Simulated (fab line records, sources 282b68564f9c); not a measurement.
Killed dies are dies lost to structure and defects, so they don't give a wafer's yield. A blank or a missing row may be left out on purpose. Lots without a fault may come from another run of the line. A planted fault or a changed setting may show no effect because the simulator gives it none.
Split-lot experiment | flow rit_cmos | 5 lots, 22 wafers read, on a route of 202 steps

THE SPLIT
At RIT_GATE_EXPOSE_13 (exposes mask M6, target cd 150 nm), the setting dose_mj was moved away from the recipe's 380 on 6 of the 22 wafers read, by -6.3% to +4.1%. The other wafers ran this setting at the recipe's value.

FROM THE SPLIT TO THE READING: what the file shows between them, 9 steps
- RIT_NLDD_COAT_01: resist thk 1000 nm (also split here: resist_thk_nm)
- RIT_NLDD_SOFTBAKE_02: time 60 s
- RIT_NLDD_EXPOSE_03: exposes mask M7, target cd 40700 nm
- RIT_NLDD_DEVELOP_05: develop time 50 s
- RIT_NLDD_HARDBAKE_07: time 60 s
- RIT_NLDD_IMPLANT_08 (also split here: energy_kev)
- RIT_PLDD_IMPLANT_08 (also split here: energy_kev)
- RIT_SILICIDE_SPUTTER_01: material Ti, target thk 30 nm, time 240 s (also split here: chamber_pressure_pa)
- RIT_SILICIDE_RS_MEAS_02: measures by four-point-probe

THE READING
etest.pmos_0p3.r_on_ohm_um (the simulator's own value, which no gauge read), at RIT_M1_PROBE_99. The file gives no usual value for it. The 16 wafers here that ran the recipe average 6277, standard deviation 1.1e+02.

wafer  | tool, chamber at the split | dose_mj as run | against the recipe | etest.pmos_0p3.r_on_ohm_um | against lot-mates on the recipe
L077.2 | iline_stepper-01, 0        | 380            | recipe             | 6353                       | -
L077.3 | iline_stepper-01, 0        | 380            | recipe             | 6305                       | -
L077.5 | iline_stepper-01, 0        | 380            | recipe             | 6412                       | -
L080.1 | iline_stepper-01, 0        | 355.9          | -6.3%              | 6738                       | +422
L080.2 | iline_stepper-01, 0        | 380            | recipe             | 6261                       | -
L080.3 | iline_stepper-01, 0        | 380            | recipe             | 6526                       | -
L080.4 | iline_stepper-01, 0        | 355.9          | -6.3%              | 7099                       | +783
L080.5 | iline_stepper-01, 0        | 380            | recipe             | 6162                       | -
L083.1 | iline_stepper-02, 0        | 380            | recipe             | 6124                       | -
L083.2 | iline_stepper-02, 0        | 395.7          | +4.1%              | 5881                       | -331
L083.3 | iline_stepper-02, 0        | 395.7          | +4.1%              | 5667                       | -545
L083.4 | iline_stepper-02, 0        | 380            | recipe             | 6300                       | -
L083.5 | iline_stepper-02, 0        | 395.7          | +4.1%              | 5781                       | -431
L084.1 | iline_stepper-01, 0        | 358.1          | -5.8%              | 6678                       | +454
L084.3 | iline_stepper-01, 0        | 380            | recipe             | 6311                       | -
L084.4 | iline_stepper-01, 0        | 380            | recipe             | 6115                       | -
L084.6 | iline_stepper-01, 0        | 380            | recipe             | 6247                       | -
L085.1 | iline_stepper-01, 0        | 380            | recipe             | 6117                       | -
L085.3 | iline_stepper-01, 0        | 380            | recipe             | 6304                       | -
L085.4 | iline_stepper-01, 0        | 380            | recipe             | 6296                       | -
L085.5 | iline_stepper-01, 0        | 380            | recipe             | 6334                       | -
L085.6 | iline_stepper-01, 0        | 380            | recipe             | 6267                       | -

THE FIT
A straight line over all 22 wafers: etest.pmos_0p3.r_on_ohm_um changes by -102 for each +1% of dose_mj; r = -0.92; the points scatter about the line by 1.3e+02.
The same after taking each lot's own level away (the mean of its wafers on the recipe; 22 wafers): -95.3 for each +1%; r = -0.93; scatter 1.1e+02.
On that fit, the largest move of dose_mj shifts the reading by 6e+02.
The lots' own levels span 6212.0 to 6356.7, that is 1.4 times the standard deviation above.
So the lot-to-lot level changes the slope little: the two slopes agree.
Check: with one of the wafers moved furthest among these (-6.3%) left out of the fit, the line predicts +658 for it against its lot-mates. It came out at +422 against them.

OTHER SPLITS ON THESE WAFERS
These wafers also went through other splits before the reading. Each is held against what the fit with the lots' levels taken away leaves over:
other split on the same wafers              | wafers away from the commonest value | r with etest.pmos_0p3.r_on_ohm_um (lot level and that fit taken away)
RIT_ACTIVE_CVD_03 nh3_flow_sccm             | 15                                   | -0.09
RIT_ACTIVE_ETCH_13 rf_w                     | 9                                    | +0.19
RIT_FOX1_WET_ETCH_02 time_s                 | 15                                   | +0.04
RIT_PWELL_COAT_01 resist_thk_nm             | 7                                    | +0.19
RIT_PWELL_SOFTBAKE_02 temp_c                | 8                                    | -0.35
RIT_PWELL_IMPLANT_08 dose_cm2               | 11                                   | -0.13
RIT_PRETRO_IMPLANT_08 energy_kev            | 9                                    | +0.17
RIT_NLDD_COAT_01 resist_thk_nm              | 7                                    | -0.37
RIT_NLDD_IMPLANT_08 energy_kev              | 7                                    | -0.27
RIT_PLDD_IMPLANT_08 energy_kev              | 7                                    | +0.10
RIT_SILICIDE_SPUTTER_01 chamber_pressure_pa | 17                                   | +0.05

THE WHOLE CHAIN: every reading that the file lists as answering this split, in the file's order
step            | what it does | reading                                                                      | change (the file's fit)           | r (the file's)
RIT_M1_PROBE_99 |              | etest.nmos_0p15.r_on_ohm_um (the simulator's own value, which no gauge read) | -42.9 for each +1% of the setting | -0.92
RIT_M1_PROBE_99 |              | etest.pmos_0p15.r_on_ohm_um (the simulator's own value, which no gauge read) | -150 for each +1% of the setting  | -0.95
RIT_M1_PROBE_99 |              | etest.pmos_0p3.r_on_ohm_um (the simulator's own value, which no gauge read)  | -92.9 for each +1% of the setting | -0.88

THE FILE'S OWN FIT
etest.pmos_0p3.r_on_ohm_um changes by -92.9 for each +1% of dose_mj, r = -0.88.
